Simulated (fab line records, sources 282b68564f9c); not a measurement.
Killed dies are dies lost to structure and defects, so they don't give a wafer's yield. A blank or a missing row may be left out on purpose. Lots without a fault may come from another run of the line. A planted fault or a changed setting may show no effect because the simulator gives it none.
fab line records | flow rit_cmos
record lots=5 wafers=15 last_day=7
route steps=202 shown ACTIVE@10 FOX1@20 FOX2@23 NWELL@28 PWELL@39 WELLDRIVE@50 M1@202
lots that met no fault: from a run of the same line without faults
start_h: hours from the record's first day to the start of the lot's first wafer shown | wait_h: hours since the lot's step before | " the same as in the row above | L1.1+2: a row that stands for several wafers | - no value, or no start given | * or withheld: withheld | < > ~ a bound
route shown NAME@n: a module of which the file shows steps, and the number in the route of the first | usual: mean/standard deviation of fault-free wafers | same: alike in all rows | chamber/n: place in a boat | sites: the reading at each site | _std_site: their standard deviation | _edge_site: outer sites' mean less inner sites' | radius_mm: how far each site lies from the wafer's centre | mask NAME#n: copy n | behind: the tool/chamber that last shaped the wafer | hold: why the lot was held/for how many hours/how that ended | device: the transistor (n, p or np) that didn't switch | end of line: the same wafers' tests at the end of the route | a step without rows: its recipe alone | killed: dies lost to structure and defects at the first sort, not the wafer's yield | map: a wafer's dies, x killed, . not, _ none there
set.NAME: the setting as run; set.NAME@STEP: as run at that earlier step | model.NAME: the simulator's own value behind a step, which no gauge read
lots at some steps of the route; a table a step, a row a wafer
services: from which hour (start_h, from the record's first day; less than 0 if before it) a tool's chamber was out of use, for how many hours, and why
## steps
# step RIT_ACTIVE_PEB_09
# recipe resist=NOVOLAK temp_c=withheld time_s=withheld
# step RIT_ACTIVE_DEVELOP_10
# recipe resist=NOVOLAK develop_time_s=50 dev_temp_c=23
# step RIT_ACTIVE_CD_MEAS_11
# recipe target_cd_nm=1400
# usual cd_nm=1400.4/2.4
# columns lot.wafer tool chamber start_h wait_h cd_nm
L436.2 cd_sem-02 - 20.44 - 1401.3
L436.3 " - " " 1402.2
L436.6 " - " " 1398.7
L439.4 cd_sem-01 - 34.91 - 1402.1
L439.5 " - " " 1403.0
L439.6 " - " " 1400.7
L447.2 cd_sem-01 - 75.03 - 1403.9
L447.4 " - " " 1401.6
L447.5 " - " " 1401.2
L452.3 cd_sem-01 - 99.84 - 1397.0
L452.4 " - " " 1400.3
L452.6 " - " " 1399.4
L455.2 cd_sem-01 - 115.14 - 1400.8
L455.4 " - " " 1401.8
L455.6 " - " " 1398.2
# step RIT_ACTIVE_HARDBAKE_12
# recipe resist=NOVOLAK temp_c=140 time_s=60
# step RIT_ACTIVE_ETCH_13
# recipe stop_on=SiO2 chemistry=SF6 target=Si3N4 time_s=210 over_etch_frac=0.4 SF6_flow_sccm=200 pressure_mtorr=260 rf_w=125 target_depth_a=2100
# usual SF6_flow_sccm=200.0/0.58 drypump_motor_current_A=5.5/0.63 oes_product_au=0.818/0.015 throttle_valve_pct=7.51/0.098
# columns lot.wafer tool chamber start_h wait_h SF6_flow_sccm drypump_motor_current_A oes_product_au rf_hours_counter_h throttle_valve_pct
L436.2 rie_diel-02 0 20.69 0.1 199.8 4.9 0.824 5 7.36
L436.3 " 3 " " 199.9 6.5 0.801 92 7.49
L436.6 " 3 " " 198.9 6.5 0.798 - 7.49
L439.4 rie_diel-03 1 35.24 0.1 200.0 5.0 0.827 109 7.58
L439.5 " 0 " " 200.0 5.0 0.850 - 7.57
L439.6 " 3 " " 199.9 6.3 0.816 - 7.42
L447.2 rie_diel-03 1 75.28 0.1 201.6 5.0 0.830 110 7.55
L447.4 " 0 " " 200.5 5.0 0.848 15 7.57
L447.5 " 2 " " 200.4 5.1 0.818 - 7.62
L452.3 rie_diel-02 3 100.07 0.1 199.7 6.5 0.810 93 7.50
L452.4 " 1 " " 199.6 5.9 0.837 114 7.42
L452.6 " 0 " " 200.4 5.0 0.825 - 7.37
L455.2 rie_diel-03 2 115.39 0.1 200.2 5.1 0.809 6 7.65
L455.4 " 1 " " 199.2 4.9 0.826 - 7.56
L455.6 " 3 " " 200.2 6.3 0.818 - 7.40
# step RIT_ACTIVE_STRIP_14
# recipe chemistry=O2 time_s=180 resist=NOVOLAK platen_temp_c=withheld power_w=500 pressure_mtorr=4000 o2_flow_sccm=4000
# usual drypump_motor_current_A=5.6/0.47
# columns lot.wafer tool chamber start_h wait_h drypump_motor_current_A rf_hours_counter_h
L436.2 plasma_asher-01 0 20.82 0.1 5.1 37
L436.3 " 1 " " 5.3 -
L436.6 " 1 " " 5.3 -
L439.4 plasma_asher-02 1 35.43 0.1 4.9 -
L439.5 " 0 " " 5.9 -
L439.6 " 1 " " 4.9 -
L447.2 plasma_asher-02 0 75.42 0.1 5.9 42
L447.4 " 1 " " 4.9 -
L447.5 " 1 " " 4.9 -
L452.3 plasma_asher-01 1 100.26 0.1 5.3 -
L452.4 " 0 " " 5.1 -
L452.6 " 1 " " 5.3 -
L455.2 plasma_asher-03 1 115.52 0.1 6.2 34
L455.4 " 0 " " 5.9 -
L455.6 " 0 " " 5.9 -
# step RIT_ACTIVE_CD_MEAS_90
# recipe target_cd_nm=1400
# usual cd_nm=1400.4/2.4
# columns lot.wafer tool chamber start_h wait_h cd_nm
L436.2 cd_sem-02 - 21.02 0.1 1401.3
L436.3 " - " " 1402.8
L436.6 " - " " 1398.7
L439.4 cd_sem-02 - 35.60 0.1 1402.2
L439.5 " - " " 1402.8
L439.6 " - " " 1400.8
L447.2 cd_sem-02 - 75.61 0.1 1403.5
L447.4 " - " " 1402.0
L447.5 " - " " 1401.5
L452.3 cd_sem-02 - 100.41 0.1 1397.6
L452.4 " - " " 1400.3
L452.6 " - " " 1399.2
L455.2 cd_sem-01 - 115.72 0.1 1401.4
L455.4 " - " " 1401.5
L455.6 " - " " 1398.4
# step RIT_ACTIVE_CLEAN_15
# recipe chemistry=SC1 mix=3:3:50 time_s=600 temp_c=75
# step RIT_ACTIVE_CLEAN_16
# recipe chemistry=dHF dilution=50:1 time_s=30
# step RIT_ACTIVE_CLEAN_17
# recipe chemistry=SC2 mix=3:3:50 time_s=600 temp_c=75 dry=n2_spin
# step RIT_FOX1_OXIDATION_00
# recipe temp_c=1100 ambient=H2O target_thk_a=3507 p_h2o_torr=720 ox_time_s=1130
# step RIT_FOX1_THK_MEAS_01
# recipe reads=SiO2_of_FOX1_OXIDATION_00
# usual FOX1_OXIDE_THK=351/7.3
# columns lot.wafer tool chamber start_h wait_h FOX1_OXIDE_THK[nm]
L436.2 film_metro-04 - 22.81 0.0 346
L436.3 " - " " 344
L436.6 " - " " 347
L439.4 film_metro-03 - 38.40 0.0 345
L439.5 " - " " 337
L439.6 " - " " 346
L447.2 film_metro-03 - 78.22 0.0 342
L447.4 " - " " 349
L447.5 " - " " 349
L452.3 film_metro-03 - 103.89 0.0 352
L452.4 " - " " 345
L452.6 " - " " 345
L455.2 film_metro-03 - 117.51 0.0 353
L455.4 " - " " 349
L455.6 " - " " 353
# step RIT_FOX1_WET_ETCH_02
# recipe chemistry=BOE target_depth_nm=350 time_s=390 temp_c=21.5 dry=n2_spin dilution=10:1 target=SiO2
# columns lot.wafer tool chamber start_h wait_h
L436.2+3+6 wet_bench-03 3 22.86 0.0
L439.4+5+6 wet_bench-01 0 38.43 0.0
L447.2+4+5 wet_bench-01 2 78.27 0.0
L452.3+4+6 wet_bench-01 1 103.93 0.0
L455.2+4+6 wet_bench-03 0 117.56 0.0
# step RIT_FOX2_OXIDATION_00
# recipe temp_c=1100 ambient=H2O target_thk_a=3507 p_h2o_torr=720 ox_time_s=1130
# step RIT_FOX2_THK_MEAS_01
# recipe reads=SiO2_of_FOX2_OXIDATION_00
# usual FOX2_OXIDE_THK=350/4.9
# columns lot.wafer tool chamber start_h wait_h FOX2_OXIDE_THK[nm]
L436.2 film_metro-02 - 24.31 0.0 360
L436.3 " - " " 354
L436.6 " - " " 354
L439.4 film_metro-03 - 40.13 0.1 355
L439.5 " - " " 348
L439.6 " - " " 350
L447.2 film_metro-01 - 79.71 0.0 356
L447.4 " - " " 353
L447.5 " - " " 359
L452.3 film_metro-02 - 105.39 0.0 355
L452.4 " - " " 353
L452.6 " - " " 351
L455.2 film_metro-03 - 119.00 0.0 357
L455.4 " - " " 359
L455.6 " - " " 352
# step RIT_FOX2_CLEAN_02
# recipe chemistry=dHF dilution=50:1 time_s=180
# step RIT_FOX2_WET_ETCH_03
# recipe chemistry=H3PO4 target=Si3N4 target_depth_nm=195 temp_c=165 time_s=2700
# step RIT_FOX2_THK_MEAS_90
# recipe reads=SiO2_of_FOX2_OXIDATION_00
# usual FIELD_OXIDE_LEFT_1_THK=323/4.9
# columns lot.wafer tool chamber start_h wait_h FIELD_OXIDE_LEFT_1_THK[nm]
L436.2 film_metro-03 - 25.19 0.0 332
L436.3 " - " " 326
L436.6 " - " " 327
L439.4 film_metro-02 - 41.08 0.0 328
L439.5 " - " " 321
L439.6 " - " " 323
L447.2 film_metro-02 - 80.59 0.0 329
L447.4 " - " " 325
L447.5 " - " " 332
L452.3 film_metro-03 - 106.27 0.0 327
L452.4 " - " " 325
L452.6 " - " " 324
L455.2 film_metro-01 - 119.87 0.0 331
L455.4 " - " " 332
L455.6 " - " " 325
# step RIT_NWELL_HMDS_00
# recipe prime_time_s=58.51 prime_temp_c=140
# step RIT_NWELL_COAT_01
# recipe resist=NOVOLAK spin_rpm=2000 resist_thk_nm=1300
# step RIT_NWELL_SOFTBAKE_02
# recipe resist=NOVOLAK temp_c=90 time_s=60
# step RIT_NWELL_EXPOSE_03
# recipe mask_id=M2 na=0.57 target_cd_nm=43900 dose_mj=250
# step RIT_NWELL_PEB_04
# recipe resist=NOVOLAK temp_c=withheld time_s=withheld
# step RIT_NWELL_DEVELOP_05
# recipe resist=NOVOLAK develop_time_s=68 dev_temp_c=23
# step RIT_NWELL_OVL_MEAS_06
# usual NWELL_OVL=-0.1/1.3
# columns lot.wafer tool chamber start_h wait_h NWELL_OVL[nm]
L436.2 overlay-02 - 26.25 - 0.2
L436.3 " - " " 0.0
L436.6 " - " " 0.2
L439.4 overlay-02 - 42.13 - 0.0
L439.5 " - " " 0.8
L439.6 " - " " 1.6
L447.2 overlay-02 - 81.65 - -0.4
L447.4 " - " " -2.1
L447.5 " - " " -1.7
L452.3 overlay-02 - 107.32 - 2.4
L452.4 " - " " -1.3
L452.6 " - " " -0.1
L455.2 overlay-01 - 120.94 - -1.2
L455.4 " - " " -1.0
L455.6 " - " " -1.0
# step RIT_NWELL_HARDBAKE_07
# recipe resist=NOVOLAK temp_c=140 time_s=120
# step RIT_NWELL_IMPLANT_08
# recipe species=P energy_kev=166.8 dose_cm2=5e+13 tilt_deg=7
# step RIT_NWELL_STRIP_09
# recipe chemistry=O2 time_s=180 resist=NOVOLAK platen_temp_c=withheld power_w=500 pressure_mtorr=4000 o2_flow_sccm=4000
# usual drypump_motor_current_A=5.4/0.47
# columns lot.wafer tool chamber start_h wait_h drypump_motor_current_A rf_hours_counter_h
L436.2 plasma_asher-01 1 26.68 0.1 5.3 38
L436.3 " 0 " " 5.1 -
L436.6 " 0 " " 5.1 -
L439.4 plasma_asher-04 1 42.61 0.1 5.4 -
L439.5 " 0 " " 4.8 -
L439.6 " 1 " " 5.4 -
L447.2 plasma_asher-01 1 82.08 0.1 5.3 43
L447.4 " 0 " " 5.1 -
L447.5 " 1 " " 5.3 -
L452.3 plasma_asher-04 0 107.81 0.1 4.9 -
L452.4 " 1 " " 5.4 -
L452.6 " 0 " " 4.8 -
L455.2 plasma_asher-01 1 121.37 0.1 5.3 48
L455.4 " 0 " " 5.1 -
L455.6 " 1 " " 5.3 -
# step RIT_NWELL_TW_MEAS_10
# usual NWELL_TW=2156/25
# columns lot.wafer tool chamber start_h wait_h NWELL_TW
L436.2 film_metro-03 - 26.87 0.1 2141
L436.3 " - " " 2145
L436.6 " - " " 2145
L439.4 film_metro-02 - 42.76 0.1 2126
L439.5 " - " " 2125
L439.6 " - " " 2113
L447.2 film_metro-02 - 82.27 0.1 2120
L447.4 " - " " 2130
L447.5 " - " " 2136
L452.3 film_metro-04 - 107.94 0.1 2193
L452.4 " - " " 2200
L452.6 " - " " 2192
L455.2 film_metro-03 - 121.55 0.1 2147
L455.4 " - " " 2134
L455.6 " - " " 2140
# step RIT_PWELL_HMDS_00
# recipe prime_time_s=60 prime_temp_c=140
# step RIT_PWELL_COAT_01
# recipe resist=NOVOLAK spin_rpm=2000 resist_thk_nm=1300
# step RIT_PWELL_SOFTBAKE_02
# recipe resist=NOVOLAK temp_c=90 time_s=60
# step RIT_PWELL_EXPOSE_03
# recipe mask_id=M3 na=0.57 target_cd_nm=43700 dose_mj=250
# step RIT_PWELL_PEB_04
# recipe resist=NOVOLAK temp_c=withheld time_s=withheld
# step RIT_PWELL_DEVELOP_05
# recipe resist=NOVOLAK develop_time_s=68 dev_temp_c=23
# step RIT_PWELL_OVL_MEAS_06
# usual PWELL_OVL=-0.9/1.3
# columns lot.wafer tool chamber start_h wait_h PWELL_OVL[nm]
L436.2 overlay-02 - 27.81 - -0.3
L436.3 " - " " 0.0
L436.6 " - " " -2.5
L439.4 overlay-02 - 43.81 - 0.8
L439.5 " - " " 0.5
L439.6 " - " " 2.9
L447.2 overlay-02 - 83.33 - -2.1
L447.4 " - " " -1.3
L447.5 " - " " 0.4
L452.3 overlay-01 - 108.87 - -2.3
L452.4 " - " " -1.7
L452.6 " - " " -1.9
L455.2 overlay-02 - 122.61 - 0.5
L455.4 " - " " -2.4
L455.6 " - " " -2.1
# step RIT_PWELL_HARDBAKE_07
# recipe resist=NOVOLAK temp_c=140 time_s=120
# step RIT_PWELL_IMPLANT_08
# recipe species=B energy_kev=170 dose_cm2=7.048e+13 tilt_deg=7
# step RIT_PWELL_STRIP_09
# recipe chemistry=O2 time_s=180 resist=NOVOLAK platen_temp_c=withheld power_w=500 pressure_mtorr=4000 o2_flow_sccm=4000
# usual drypump_motor_current_A=5.3/0.38
# columns lot.wafer tool chamber start_h wait_h drypump_motor_current_A rf_hours_counter_h
L436.2 plasma_asher-01 1 28.24 0.1 5.3 38
L436.3 " 0 " " 5.1 -
L436.6 " 1 " " 5.3 -
L439.4 plasma_asher-01 0 44.29 0.1 5.1 -
L439.5 " 0 " " 5.1 -
L439.6 " 1 " " 5.3 -
L447.2 plasma_asher-04 0 83.76 0.1 4.8 45
L447.4 " 0 " " 4.8 -
L447.5 " 1 " " 5.4 -
L452.3 plasma_asher-02 0 109.36 0.1 5.9 -
L452.4 " 1 " " 4.9 -
L452.6 " 1 " " 4.9 -
L455.2 plasma_asher-01 1 123.04 0.1 5.3 48
L455.4 " 0 " " 5.1 -
L455.6 " 0 " " 5.1 -
# step RIT_PWELL_TW_MEAS_10
# usual PWELL_TW=962/9.4
# columns lot.wafer tool chamber start_h wait_h PWELL_TW
L436.2 film_metro-04 - 28.42 0.1 976
L436.3 " - " " 979
L436.6 " - " " 980
L439.4 film_metro-03 - 44.43 0.1 959
L439.5 " - " " 957
L439.6 " - " " 958
L447.2 film_metro-03 - 83.94 0.1 967
L447.4 " - " " 965
L447.5 " - " " 962
L452.3 film_metro-03 - 109.49 0.1 953
L452.4 " - " " 955
L452.6 " - " " 952
L455.2 film_metro-03 - 123.23 0.1 961
L455.4 " - " " 957
L455.6 " - " " 960
# step RIT_WELLDRIVE_ANNEAL_00
# recipe temp_c=1100 time_s=14700 ambient=N2
# step RIT_WELLDRIVE_RS_MEAS_01
# recipe thk_meas_gauge=four-point-probe
# usual NWELL_RS=275.7/0.8
# columns lot.wafer tool chamber start_h wait_h NWELL_RS[ohm/sq]
L436.2 film_metro-03 - 33.58 0.0 275.6
L436.3 " - " " 276.0
L436.6 " - " " 275.3
L439.4 film_metro-03 - 49.97 0.1 275.3
L439.5 " - " " 274.8
L439.6 " - " " 276.0
L447.2 film_metro-04 - 90.02 0.0 277.4
L447.4 " - " " 276.7
L447.5 " - " " 277.6
L452.3 film_metro-02 - 115.09 0.0 274.1
L452.4 " - " " 273.7
L452.6 " - " " 274.6
L455.2 film_metro-02 - 128.38 0.0 276.1
L455.4 " - " " 276.3
L455.6 " - " " 275.5
# step RIT_M1_PROBE_99
# usual killed_at_contacts=0.1/0.31 killed_at_front_end=7/3.2 killed_dies=7/3.2 killed_on_rim=1.9/1.4 killed_open=3.6/1.9 killed_short=3.6/2
# same gross_dies=264 killed_at_M0_to_M3=0 killed_at_M4_up=0 killed_at_back_side=0 killed_at_other=0
# columns lot.wafer tool chamber start_h wait_h killed_at_contacts killed_at_front_end killed_dies killed_on_rim killed_open killed_short
L439.4 prober-02 - 80.13 0.2 1 5 6 3 2 4
L439.5 prober-02 - 80.18 0.2 1 5 6 1 4 2
L439.6 prober-02 - 80.23 0.2 1 3 4 0 4 0
L455.2 prober-02 - 160.92 0.1 0 31 31 10 2 3
L455.4 prober-02 - 161.02 0.2 1 30 31 10 5 0
L455.6 prober-02 - 161.12 0.2 0 28 28 10 2 0
# killed by level:class
L439.4 REOX:geometric_particle:short=2 GATE:geometric_particle:short=1 REOX:geometric_particle:open=1 SPACER:geometric_particle:open=1 CONTACT:geometric_particle:short=1
L439.5 FOX1:geometric_particle:open=1 REOX:geometric_particle:open=1 REOX:geometric_particle:short=1 SPACER:geometric_particle:short=1 SILICIDE:geometric_particle:open=1 CONTACT:geometric_particle:open=1
L439.6 GATE:geometric_particle:open=1 REOX:geometric_particle:open=1 SPACER:geometric_particle:open=1 CONTACT:geometric_particle:open=1
L455.2 FOX1:unspecified=26 GATE:geometric_particle:open=2 GATE:geometric_particle:short=2 SILICIDE:geometric_particle:short=1
L455.4 FOX1:unspecified=26 GATE:geometric_particle:open=3 FOX1:geometric_particle:open=1 CONTACT:geometric_particle:open=1
L455.6 FOX1:unspecified=26 FOX1:geometric_particle:open=1 GATE:geometric_particle:open=1
# map L455.2 (x killed, . not)
________......x_______
_____....x...xxxxx____
____........xxxxxxx___
___..........xxxxxx.__
__....x......xxxx.xx._
__.............xxx..._
_.....................
_.....................
_.....................
_.....................
__..................._
__x.................._
___.................__
____...............___
_____.............____
________......._______
# map L436.6 (x killed, . not)
________......._______
_____........x....____
____...............___
___.................__
__..................._
__.............x....._
_.....................
_.....................
_.....................
_.x...................
__..................._
__.......x.x........._
___.................__
____...............___
_____.............____
________......._______
## services
# columns tool chamber start_h hours kind
rie_diel-02 1 -2.70 5.6 repair
plasma_asher-01 - 71.10 1.1 repair
plasma_asher-04 - 93.70 0.7 repair
plasma_asher-04 - 108.75 9.0 pm
plasma_asher-04 0 108.75 9.0 vent_cycle
plasma_asher-04 1 108.75 9.0 vent_cycle
rie_diel-03 0 115.00 11.6 repair
plasma_asher-04 - 117.75 2.8 pm
plasma_asher-04 0 117.75 - clean
plasma_asher-04 1 117.75 - clean
rie_diel-02 1 120.62 6.7 repair
## key
first_sign step=RIT_M1_PROBE_99 reading=killed_dies direction=up sigmas=7.2 usual=7 struck=30
effect step=RIT_M1_PROBE_99 reading=killed_at_front_end direction=up sigmas=7 usual=7 struck=30
met_at RIT_FOX1_WET_ETCH_02
struck_wafers L455.2,L455.4,L455.6
tester_left_out L455
also_fits time
fault kind=chamber_particle_source tool=wet_bench-03 chamber=0 onset_h=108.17 steps=RIT_FOX1_WET_ETCH_02 rate_per_visit_cm2=1.1614 end_h=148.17
# tester_left_out: of these lots the tester's yield and bins aren't shown, on N5 and GAA mostly nor the transistor test; their killed dies are dies lost to structure and defects alone, not to doping, threshold or leakage, so they don't give the yield
